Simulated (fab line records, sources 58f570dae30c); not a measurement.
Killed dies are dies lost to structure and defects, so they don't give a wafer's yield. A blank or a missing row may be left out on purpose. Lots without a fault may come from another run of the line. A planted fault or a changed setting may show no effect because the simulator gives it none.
Split-lot experiment | flow berkeley_cmos170 | 5 lots, 23 wafers read, on a route of 331 steps

THE SPLIT
At UCB170_PSD_COAT_01 (resist thk 900 nm), the setting spin_rpm was moved away from the recipe's 1500 rpm on 8 of the 23 wafers read, by -3.7% to +6.3%. The other wafers ran this setting at the recipe's value.

The reading is taken at the split's own step.

THE READING
KrF_of_PSD_COAT_01.thk_nm (the simulator's own value, which no gauge read), in nm, at UCB170_PSD_COAT_01 (resist thk 900 nm). The file gives no usual value for it. The 15 wafers here that ran the recipe average 900.6 nm, standard deviation 2.4 nm.

wafer  | tool, chamber at the split | spin_rpm as run, rpm | against the recipe | KrF_of_PSD_COAT_01.thk_nm, nm | against lot-mates on the recipe
L075.1 | litho_track-04, 0          | 1500                 | recipe             | 899.4                         | -
L075.4 | litho_track-04, 0          | 1500                 | recipe             | 899.8                         | -
L075.5 | litho_track-04, 0          | 1500                 | recipe             | 901.1                         | -
L074.1 | litho_track-01, 0          | 1500                 | recipe             | 896.7                         | -
L074.2 | litho_track-01, 0          | 1500                 | recipe             | 901.4                         | -
L074.3 | litho_track-01, 0          | 1500                 | recipe             | 900.7                         | -
L074.4 | litho_track-01, 0          | 1549                 | +3.3%              | 883                           | -16.6
L074.6 | litho_track-01, 0          | 1549                 | +3.3%              | 886.4                         | -13.2
L077.1 | litho_track-04, 0          | 1500                 | recipe             | 898.3                         | -
L077.2 | litho_track-04, 0          | 1500                 | recipe             | 901.2                         | -
L077.4 | litho_track-04, 0          | 1458                 | -2.8%              | 914.2                         | +13.4
L077.5 | litho_track-04, 0          | 1500                 | recipe             | 902.8                         | -
L077.6 | litho_track-04, 0          | 1458                 | -2.8%              | 915                           | +14.2
L080.1 | litho_track-01, 0          | 1500                 | recipe             | 904.4                         | -
L080.2 | litho_track-01, 0          | 1500                 | recipe             | 902.9                         | -
L080.3 | litho_track-01, 0          | 1595                 | +6.3%              | 876.9                         | -27.2
L080.4 | litho_track-01, 0          | 1500                 | recipe             | 904.9                         | -
L080.5 | litho_track-01, 0          | 1595                 | +6.3%              | 880.4                         | -23.7
L083.1 | litho_track-01, 0          | 1500                 | recipe             | 896.2                         | -
L083.2 | litho_track-01, 0          | 1500                 | recipe             | 899.4                         | -
L083.4 | litho_track-01, 0          | 1444                 | -3.7%              | 915.7                         | +17.3
L083.5 | litho_track-01, 0          | 1444                 | -3.7%              | 913.5                         | +15.1
L083.6 | litho_track-01, 0          | 1500                 | recipe             | 899.7                         | -

THE FIT
A straight line over all 23 wafers: KrF_of_PSD_COAT_01.thk_nm changes by -3.9 nm for each +1% of spin_rpm; r = -0.97; the points scatter about the line by 2.7 nm.
The same after taking each lot's own level away (the mean of its wafers on the recipe; 23 wafers): -4.27 nm for each +1%; r = -0.99; scatter 1.7 nm.
On that fit, the largest move of spin_rpm shifts the reading by 27 nm.
The lots' own levels span 898.43 to 904.07 nm, that is 2.3 times the standard deviation above.
So the lot-to-lot level changes the slope little: the two slopes agree.
Check: with one of the wafers moved furthest among these (+6.3%) left out of the fit, the line predicts -26.6 nm for it against its lot-mates. It came out at -27.2 nm against them.

OTHER SPLITS ON THESE WAFERS
These wafers also went through other splits before the reading. Each is held against what the fit with the lots' levels taken away leaves over:
other split on the same wafers          | wafers away from the commonest value | r with KrF_of_PSD_COAT_01.thk_nm (lot level and that fit taken away)
UCB170_NWELL_CVD_04 pressure_mtorr      | 15                                   | -0.16
UCB170_NWELL_PEB_10 peb_temp_c          | 12                                   | +0.02
UCB170_WELLDRIVE_OXIDATION_01 ox_time_s | 18                                   | +0.06
UCB170_ACTIVE_CVD_05 time_s             | 15                                   | +0.09
UCB170_GATE_CVD_04 pressure_mtorr       | 10                                   | +0.15
UCB170_NLDD_COAT_01 resist_thk_nm       | 10                                   | -0.14

THE WHOLE CHAIN: every reading that the file lists as answering this split, in the file's order
step                | what it does      | reading                                                                    | change (the file's fit)              | r (the file's)
UCB170_PSD_COAT_01  | resist thk 900 nm | KrF_of_PSD_COAT_01.thk_nm (the simulator's own value, which no gauge read) | -4.25 nm for each +1% of the setting | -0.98
UCB170_PSD_STRIP_09 | strips in O2      | strip_time_to_endpoint_s                                                   | withheld for each +1% of the setting | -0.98

THE FILE'S OWN FIT
KrF_of_PSD_COAT_01.thk_nm changes by -4.25 nm for each +1% of spin_rpm, r = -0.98.
